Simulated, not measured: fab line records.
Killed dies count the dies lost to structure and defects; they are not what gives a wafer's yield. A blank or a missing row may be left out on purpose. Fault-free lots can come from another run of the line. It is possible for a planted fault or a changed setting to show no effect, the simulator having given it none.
Split-lot experiment :: flow berkeley cmos170 :: 23 wafers read across 5 lots, on a route 331 steps long

## ON THE SPLIT
At UCB170_GATE_EXPOSE_09 (exposes mask POLY, target cd 350 nm), the setting dose mj was moved away from the recipe's 21 on 8 of the 23 wafers read, by -4.0% to +2.6%. The other wafers ran this setting at the recipe's value.

## FROM THE SPLIT TO THE READING: what the file shows between them, 6 steps
- UCB170_GATE_PEB_10
- UCB170_GATE_DEVELOP_11: develop time 45 s
- UCB170_GATE_CD_MEAS_12: target cd 350 nm
- UCB170_GATE_ETCH_14: etches BARC in N2/H2
- UCB170_GATE_ETCH_15: etches poly-Si in HBr/Cl2, stops on SiO2, time 56.3 s, target depth 278.2 nm
- UCB170_GATE_STRIP_16: strips in O2

## THE READING
At UCB170_GATE_CD_MEAS_90: cd nm in nanometres, against a target cd of 350 nm. Typical for fault-free wafers on this fab line: 349.8 nm, with standard deviation 1.4 nm.

wafer: L074.3
tool, chamber at the split: krf scanner-01, 0
dose mj as run: 21
against the recipe: recipe
cd nm, nm: 351.2
against lot-mates on the recipe: -

wafer: L074.4
tool, chamber at the split: krf scanner-01, 0
dose mj as run: 21
against the recipe: recipe
cd nm, nm: 351.6
against lot-mates on the recipe: -

wafer: L074.5
tool, chamber at the split: krf scanner-01, 0
dose mj as run: 21
against the recipe: recipe
cd nm, nm: 351.2
against lot-mates on the recipe: -

wafer: L077.2
tool, chamber at the split: krf scanner-02, 0
dose mj as run: 20.15
against the recipe: -4.0%
cd nm, nm: 357.0
against lot-mates on the recipe: +8.8

wafer: L077.3
tool, chamber at the split: krf scanner-02, 0
dose mj as run: 21
against the recipe: recipe
cd nm, nm: 348.2
against lot-mates on the recipe: -

wafer: L077.4
tool, chamber at the split: krf scanner-02, 0
dose mj as run: 21
against the recipe: recipe
cd nm, nm: 348.3
against lot-mates on the recipe: -

wafer: L077.5
tool, chamber at the split: krf scanner-02, 0
dose mj as run: 20.15
against the recipe: -4.0%
cd nm, nm: 355.4
against lot-mates on the recipe: +7.1

wafer: L077.6
tool, chamber at the split: krf scanner-02, 0
dose mj as run: 20.15
against the recipe: -4.0%
cd nm, nm: 356.9
against lot-mates on the recipe: +8.6

wafer: L082.1
tool, chamber at the split: krf scanner-01, 0
dose mj as run: 21
against the recipe: recipe
cd nm, nm: 348.8
against lot-mates on the recipe: -

wafer: L082.2
tool, chamber at the split: krf scanner-01, 0
dose mj as run: 21
against the recipe: recipe
cd nm, nm: 347.2
against lot-mates on the recipe: -

wafer: L082.3
tool, chamber at the split: krf scanner-01, 0
dose mj as run: 21
against the recipe: recipe
cd nm, nm: 348.5
against lot-mates on the recipe: -

wafer: L082.4
tool, chamber at the split: krf scanner-01, 0
dose mj as run: 20.32
against the recipe: -3.2%
cd nm, nm: 352.4
against lot-mates on the recipe: +4.2

wafer: L082.5
tool, chamber at the split: krf scanner-01, 0
dose mj as run: 20.32
against the recipe: -3.2%
cd nm, nm: 354.4
against lot-mates on the recipe: +6.2

wafer: L081.1
tool, chamber at the split: krf scanner-02, 0
dose mj as run: 21
against the recipe: recipe
cd nm, nm: 349.1
against lot-mates on the recipe: -

wafer: L081.2
tool, chamber at the split: krf scanner-02, 0
dose mj as run: 21
against the recipe: recipe
cd nm, nm: 348.6
against lot-mates on the recipe: -

wafer: L081.3
tool, chamber at the split: krf scanner-02, 0
dose mj as run: 21
against the recipe: recipe
cd nm, nm: 348.8
against lot-mates on the recipe: -

wafer: L081.4
tool, chamber at the split: krf scanner-02, 0
dose mj as run: 21
against the recipe: recipe
cd nm, nm: 347.1
against lot-mates on the recipe: -

wafer: L081.6
tool, chamber at the split: krf scanner-02, 0
dose mj as run: 21
against the recipe: recipe
cd nm, nm: 348.7
against lot-mates on the recipe: -

wafer: L085.1
tool, chamber at the split: krf scanner-02, 0
dose mj as run: 21
against the recipe: recipe
cd nm, nm: 350.7
against lot-mates on the recipe: -

wafer: L085.2
tool, chamber at the split: krf scanner-02, 0
dose mj as run: 21.55
against the recipe: +2.6%
cd nm, nm: 345.9
against lot-mates on the recipe: -5.4

wafer: L085.3
tool, chamber at the split: krf scanner-02, 0
dose mj as run: 21
against the recipe: recipe
cd nm, nm: 351.8
against lot-mates on the recipe: -

wafer: L085.4
tool, chamber at the split: krf scanner-02, 0
dose mj as run: 21.55
against the recipe: +2.6%
cd nm, nm: 347.1
against lot-mates on the recipe: -4.1

wafer: L085.6
tool, chamber at the split: krf scanner-02, 0
dose mj as run: 21.55
against the recipe: +2.6%
cd nm, nm: 345.4
against lot-mates on the recipe: -5.9

FIT RESULTS
A straight line over all 23 wafers: cd nm changes by -1.5 nm for each +1% of dose mj; r = -0.90; the points scatter about the line by 1.5 nm.
The same after taking each lot's own level away (the mean of its wafers on the recipe; 23 wafers): -1.92 nm for each +1%; r = -0.98; scatter 0.76 nm.
According to that fit, moving dose mj by its largest amount changes the reading by 7.8 nm.
Measured against the standard deviation above, the lots' own levels, which go from 348.17 to 351.33 nm, span 2.3 times it.
In other words, the slope is changed by the lot-to-lot level; the two fits disagree.
Check: for one of the wafers moved furthest among these (-4.0%), held out of the fit, the line's prediction against its lot-mates is +7.47 nm. It came out at +8.75 nm against them.

## FURTHER SPLITS ON THESE WAFERS
Before the reading, these wafers also passed through other splits. Each is held against what the fit with the lots' levels taken away leaves over:
other split on the same wafers: UCB170_PWELL_CVD_05 sih2cl2 flow sccm
wafers away from the commonest value: 18
r with cd nm (lot level and that fit taken away): +0.26

other split on the same wafers: UCB170_ACTIVE_PEB_11 peb temp c
wafers away from the commonest value: 5
r with cd nm (lot level and that fit taken away): +0.12

other split on the same wafers: UCB170_SACOX_OXIDATION_01 ox time s
wafers away from the commonest value: 15
r with cd nm (lot level and that fit taken away): -0.02

other split on the same wafers: UCB170_NVT_IMPLANT_07 energy kev
wafers away from the commonest value: 9
r with cd nm (lot level and that fit taken away): -0.21

## THE WHOLE CHAIN: every reading that the file lists as answering this split, in the file's order
step: UCB170_GATE_CD_MEAS_12
what it does: target cd 350 nm
reading: cd nm
change (the file's fit): -1.89 nm for each +1% of the setting
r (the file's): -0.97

step: UCB170_GATE_ETCH_15
what it does: etches poly-Si in HBr/Cl2, stops on SiO2, time 56.3 s, target depth 278.2 nm
reading: GATE.cd nm (the simulator's own value, which no gauge read)
change (the file's fit): -1.89 nm for each +1% of the setting
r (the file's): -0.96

step: UCB170_GATE_CD_MEAS_90
what it does: target cd 350 nm
reading: cd nm
change (the file's fit): -1.88 nm for each +1% of the setting
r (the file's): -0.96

## THE FILE'S OWN FIT
cd nm changes by -1.88 nm for each +1% of dose mj, r = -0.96.
